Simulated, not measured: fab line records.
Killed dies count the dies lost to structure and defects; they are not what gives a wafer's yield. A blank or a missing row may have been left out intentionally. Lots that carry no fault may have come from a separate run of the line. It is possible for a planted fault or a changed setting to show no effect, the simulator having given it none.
Code-filled problem report in 8D (eight disciplines) form	flow rit cmos	the parts of the form that need people (team, actions taken, sign-off) are left out

== 1. THE ISSUE ==
Mean of developer temp C at RIT_NSD_DEVELOP_05: 20.65 C across 6 wafers in 2 lots; on wafers with no fault it is 23.01 C (standard deviation 0.11). That puts it -21 standard deviations away from the usual mean.
The step: develop time 50 s.
Earliest sighting: wafer L606.1 on litho track-03 at day 5 20:00. The record holds 42 wafers of 14 lots with a number at this step. The rule behind "out" and "out of limits": a value lying over 4 standard deviations away from the usual mean. The rest of the wafers with a number are treated as sound.

== 2. WHAT IT IS AND WHAT IT IS NOT ==
question	is	is not
which readings at this step	developer temp C	chill plate temp C, resist line temp C
which lots	L606, L608	L593, L594, L595, L596, L597, L599, L601, L602, L607, L612, L614, L615
which wafers of those lots	all that have a number	-
read on which tools	litho track-03	litho track-02
when	from day 5 20:00	up to then (24 sound wafers); but 12 sound wafers of L607, L612, L614, L615 came after

== 3. SUSPECTS, AND WHAT RULES EACH OUT ==
Counting: a tool at a process step up to the reading stays a suspect if it ran every lot that is out and no sound lot after the first of them.
- litho track-03 at RIT_NSD_DEVELOP_05 (develop time 50 s): kept. All lots that are out passed through it, beginning with L606 at day 5 20:00, and no sound lot followed; its final sound lot before that point was L602 at day 5 00:00. Its own developer temp C readings are out on those wafers.
Left after counting: litho track-03 at RIT_NSD_DEVELOP_05.

== 4. THE CAUSE (what the simulator had put in) ==
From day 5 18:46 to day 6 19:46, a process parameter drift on litho track-03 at RIT_NSD_DEVELOP_05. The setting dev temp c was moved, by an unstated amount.
After counting, this tool was the only one left.

== 5. THE CHAIN OF EFFECTS, in route order ==
One row per reading whose mean, taken over the struck wafers that have a number, lies over 3 standard deviations from the usual. Only readings for which the record gives a usual standard deviation are gone through. hours: the time from each lot's start at the first step in this table that gives one to its start at this step, as a median over the lots. sigmas: the change in usual standard deviations.
hours	step	reading	usual	on struck wafers	change	sigmas
0	RIT_NSD_DEVELOP_05	developer temp C	23.01 C	20.65	-2.36	-21
Process steps it contains:
- RIT_NSD_DEVELOP_05: develop time 50 s.

== 6. WHAT WOULD HAVE CAUGHT IT SOONER ==
In this record the first reading out of limits was taken at day 5 20:00, 1 hour after the fault began at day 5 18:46.
